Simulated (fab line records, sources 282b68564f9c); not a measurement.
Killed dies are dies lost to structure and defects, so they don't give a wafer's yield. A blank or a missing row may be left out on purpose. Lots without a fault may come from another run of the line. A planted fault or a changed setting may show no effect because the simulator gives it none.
Which tool did it? | flow rit_cmos | 15 lots, 45 wafers sampled, at 2 steps of a route of 202

WHAT THE GAUGES READ, wafer by wafer
RIT_PRETRO_TW_MEAS_10.
lot  | measured    | on            | PRETRO_TW
L335 | day 2 09:22 | film_metro-04 | 472 472 469
L337 | day 2 19:35 | film_metro-04 | 471 472 472
L338 | day 3 00:27 | film_metro-04 | 472 470 471
L339 | day 3 05:23 | film_metro-02 | 476 477 477
L340 | day 3 12:33 | film_metro-02 | 477 475 475
L341 | day 3 17:52 | film_metro-01 | 471 476 476
L342 | day 3 19:25 | film_metro-01 | 475 478 476
L343 | day 4 00:50 | film_metro-01 | 478 482 483
L344 | day 4 05:58 | film_metro-04 | 473 471 471
L345 | day 4 09:24 | film_metro-04 | 473 475 476
L346 | day 4 16:52 | film_metro-02 | 478 480 480
L347 | day 5 03:23 | film_metro-02 | 588 593 590
L349 | day 5 07:55 | film_metro-04 | 472 473 472
L352 | day 6 05:35 | film_metro-04 | 586 581 586
L355 | day 7 06:43 | film_metro-04 | 577 582 579

WHICH TOOL RAN EACH LOT (tool, then ch and the chambers of the sampled wafers, then the start)
lot  | RIT_PRETRO_IMPLANT_08
L335 | implanter-04 ch 0, day 2 09:02
L337 | implanter-04 ch 0, day 2 19:16
L338 | implanter-04 ch 0, day 3 00:08
L339 | implanter-04 ch 0, day 3 05:04
L340 | implanter-02 ch 0, day 3 12:13
L341 | implanter-04 ch 0, day 3 17:34
L342 | implanter-04 ch 0, day 3 19:06
L343 | implanter-02 ch 0, day 4 00:31
L344 | implanter-04 ch 0, day 4 05:38
L345 | implanter-02 ch 0, day 4 09:06
L346 | implanter-04 ch 0, day 4 16:33
L347 | implanter-04 ch 0, day 5 02:45
L349 | implanter-02 ch 0, day 5 07:35
L352 | implanter-03 ch 0, day 6 04:58
L355 | implanter-04 ch 0, day 7 06:06
- RIT_PRETRO_IMPLANT_08

WHAT THE TOOLS THEMSELVES READ (means of the sampled wafers that have a number; where no wafer has one, the mark that the record gives instead)
RIT_PRETRO_IMPLANT_08.
lot  | tool         | beam_on_s (s)
L335 | implanter-04 | 10.06
L337 | implanter-04 | 10.21
L338 | implanter-04 | 10.07
L339 | implanter-04 | 10.07
L340 | implanter-02 | 10.20
L341 | implanter-04 | 10.08
L342 | implanter-04 | 10.22
L343 | implanter-02 | 10.21
L344 | implanter-04 | 10.08
L345 | implanter-02 | 10.12
L346 | implanter-04 | 9.99
L347 | implanter-04 | 10.18
L349 | implanter-02 | 9.99
L352 | implanter-03 | 9.86
L355 | implanter-04 | 9.98

THE ANSWER, worked out from the rows above alone
Rule: what is usual is taken from the lots themselves. Put in order of their means at a reading, lots are off if they are a third of the lots or fewer, leave a main group of 4 or more, and stand apart from it by a gap of 3 or more times the standard deviation of the main group's means; of several such gaps the widest counts. A main group whose means are all the same, to the digits that the tables above print for the reading, isn't used. A lot without any number at a reading at which 4 lots or more have one is off too. The other lots that the step has rows for count as sound. The gauges are gone through in route order, then the tools' own readings, and for those a lot's mean is taken as printed above. The first step at which some lot is off is used, and at that step the reading that is off furthest; a lot without a number counts as furthest.
Off: L347, L352, L355, at RIT_PRETRO_TW_MEAS_10 (PRETRO_TW). The main group: mean 475, standard deviation 3.2.
A tool fits if, at a process step before that reading, it ran every lot that is off, and no sound lot after the first of them. The gauges at RIT_PRETRO_TW_MEAS_10 are tried like those tools. None of those tried fits.

WHAT THE SIMULATOR HAD PUT IN
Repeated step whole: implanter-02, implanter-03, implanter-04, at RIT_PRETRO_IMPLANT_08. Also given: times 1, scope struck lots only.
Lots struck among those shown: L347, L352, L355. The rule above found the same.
